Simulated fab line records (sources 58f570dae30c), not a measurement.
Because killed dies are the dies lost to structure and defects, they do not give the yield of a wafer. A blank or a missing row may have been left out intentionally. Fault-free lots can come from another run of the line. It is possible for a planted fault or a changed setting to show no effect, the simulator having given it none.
One fault seen from 2 desks ; flow berkeley-cmos170 ; each desk has only its own numbers; what lay behind them comes last

FOR THE TOOL OWNER'S DESK: implanter-02
UCB170_NSD_IMPLANT_08, tool's own readings: per-lot mean of the sampled wafers with a number, covering each lot this tool ran. If a lot's mean is further than 4 standard deviations from the usual mean, the lot is out of limits and carries the mark OUT (the distance appears in the brackets).
Columns: A = dose-ions-cm2 at UCB170_NSD_IMPLANT_08, usual 3e+15; B = end-station-pressure-torr at UCB170_NSD_IMPLANT_08, usual 1.26e-05 Torr; C = faraday-current-uA at UCB170_NSD_IMPLANT_08, usual 9242
lot;first seen here;A;B;C
L324;day 9 04:14;3e+15;1.33e-05;9362
L329;day 9 20:27;3e+15;1.25e-05;9204
L332;day 11 00:12;3e+15;1.36e-05;9194
L339;day 12 00:11;2e+15 (-99 or more) OUT;9.93e-06 (-4.4) OUT;6568 (-14) OUT
L338;day 12 05:08;2e+15 (-99 or more) OUT;1.06e-05;6438 (-15) OUT
Finding of this desk: L338, L339 out of limits; the first was L339 at day 12 00:11, on dose-ions-cm2 at UCB170_NSD_IMPLANT_08. In limits: L324, L329, L332.

FROM THE METROLOGY DESK
Means of the sampled wafers that have a number, per lot and without regard to the tool the lot ran on: this is what the gauges read. If a lot's mean is further than 4 standard deviations from the usual mean, the lot is out of limits and carries the mark OUT (the distance appears in the brackets).
Columns: A = NSD_TW at UCB170_NSD_TW_MEAS_10, usual 4140; B = NSD_RS at UCB170_SDANNEAL_RS_MEAS_03, usual 37.28 ohm/sq
lot;first seen here;A;B
L320;day 8 13:23;4142;37.30
L322;day 9 04:11;4127;37.24
L324;day 9 04:28;4129;37.33
L323;day 9 04:38;4144;37.26
L325;day 9 11:19;4122;37.22
L327;day 9 11:28;4132;37.24
L328;day 9 20:24;4130;37.37
L329;day 9 20:41;4138;37.29
L330;day 10 03:46;4140;37.27
L332;day 11 00:27;4148;37.33
L333;day 11 00:40;4162;37.23
L337;day 12 00:22;4140;37.31
L339;day 12 00:26;3992 (-8.7) OUT;45.09 (+88) OUT
L338;day 12 05:23;3968 (-10) OUT;45.34 (+91) OUT
This desk's finding: out of limits on L338, L339; first on L339, day 12 00:26 (NSD_TW at UCB170_NSD_TW_MEAS_10). In limits: L320, L322, L324, L323, L325, L327, L328, L329, L330, L332, L333, L337.

BROUGHT TOGETHER
The tool owner's desk had the chance to raise an alarm at day 12 00:11 on L338, L339.
An alarm was possible from the metrology desk at day 12 00:26, on L338, L339.
UCB170_NSD_IMPLANT_08 was run on implanter-02 by each of the lots named.

WHAT THE SIMULATOR PUT IN
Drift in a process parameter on implanter-02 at UCB170_NSD_IMPLANT_08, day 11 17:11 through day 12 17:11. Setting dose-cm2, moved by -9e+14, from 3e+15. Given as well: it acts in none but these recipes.
Struck lots among those shown: L338, L339.
Delay (hours) between the fault's onset and each desk's first out-of-limits reading: 7 at the tool owner's desk, 7 at the metrology desk.
